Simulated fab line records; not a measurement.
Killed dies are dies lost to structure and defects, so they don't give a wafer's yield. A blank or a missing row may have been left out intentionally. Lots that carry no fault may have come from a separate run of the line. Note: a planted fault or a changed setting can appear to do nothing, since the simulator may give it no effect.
2 desks looking at one fault :: flow berkeley-cmos170 :: each desk holds nothing but its own numbers, with what lay behind them at the end

## FOR THE TOOL OWNER'S DESK: implanter-01
The tool's own readings at UCB170_PVT_IMPLANT_07, given as means over the sampled wafers that have a number, one for each lot that went through this tool. If a lot's mean is further than 4 standard deviations from the usual mean, the lot is out of limits and carries the mark OUT (the distance appears in the brackets).
Columns: A = dose-ions-cm2 at UCB170_PVT_IMPLANT_07, usual 1.9996e+12; B = faraday-current-uA at UCB170_PVT_IMPLANT_07, usual 6.33
lot: L557
first seen here: day 6 06:27
A: 1.9986e+12
B: 6.13

lot: L559
first seen here: day 7 08:12
A: 2.0027e+12
B: 6.39

lot: L566
first seen here: day 8 17:33
A: 1.3395e+12 (-99 or more) OUT
B: 4.29 (-16) OUT

lot: L571
first seen here: day 9 04:22
A: 1.3396e+12 (-99 or more) OUT
B: 4.20 (-16) OUT
This desk's finding: out of limits on L566, L571; first on L566, day 8 17:33 (dose-ions-cm2 at UCB170_PVT_IMPLANT_07). L557, L559: within limits.

## FROM THE METROLOGY DESK
Means of the sampled wafers that have a number, per lot and without regard to the tool the lot ran on: this is what the gauges read. If a lot's mean is further than 4 standard deviations from the usual mean, the lot is out of limits and carries the mark OUT (the distance appears in the brackets).
Columns: A = PVT_TW at UCB170_PVT_TW_MEAS_09, usual 510.7
lot: L555
first seen here: day 6 01:26
A: 506.9

lot: L554
first seen here: day 6 01:42
A: 509.1

lot: L556
first seen here: day 6 06:31
A: 511.5

lot: L557
first seen here: day 6 06:41
A: 509.4

lot: L560
first seen here: day 7 04:25
A: 509.0

lot: L559
first seen here: day 7 08:31
A: 510.3

lot: L565
first seen here: day 7 23:36
A: 511.2

lot: L569
first seen here: day 8 17:14
A: 515.8

lot: L566
first seen here: day 8 17:46
A: 451.5 (-22) OUT

lot: L571
first seen here: day 9 04:35
A: 450.6 (-22) OUT

lot: L572
first seen here: day 9 13:42
A: 508.9

lot: L574
first seen here: day 9 13:50
A: 513.0

lot: L575
first seen here: day 10 03:37
A: 511.6

lot: L577
first seen here: day 10 08:11
A: 512.4
This desk finds L566, L571 out of limits, with the earliest case on L566 at day 8 17:46 (PVT_TW at UCB170_PVT_TW_MEAS_09). L555, L554, L556, L557, L560, L559, L565, L569, L572, L574, L575, L577: within limits.

## ALL TOGETHER
At day 8 17:33, on L566, L571, the tool owner's desk was in a position to raise an alarm.
At day 8 17:46 the metrology desk could have sounded an alarm, on L566, L571.
On implanter-01, each named lot ran UCB170_PVT_IMPLANT_07.

## WHAT WAS PUT IN BY THE SIMULATOR
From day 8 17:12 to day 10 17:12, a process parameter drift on implanter-01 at UCB170_PVT_IMPLANT_07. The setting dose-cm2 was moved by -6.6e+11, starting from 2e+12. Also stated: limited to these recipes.
Struck lots among those shown: L566, L571.
Time in hours from fault onset to the first out-of-limits reading at each desk: tool owner's desk 0, metrology desk 1.
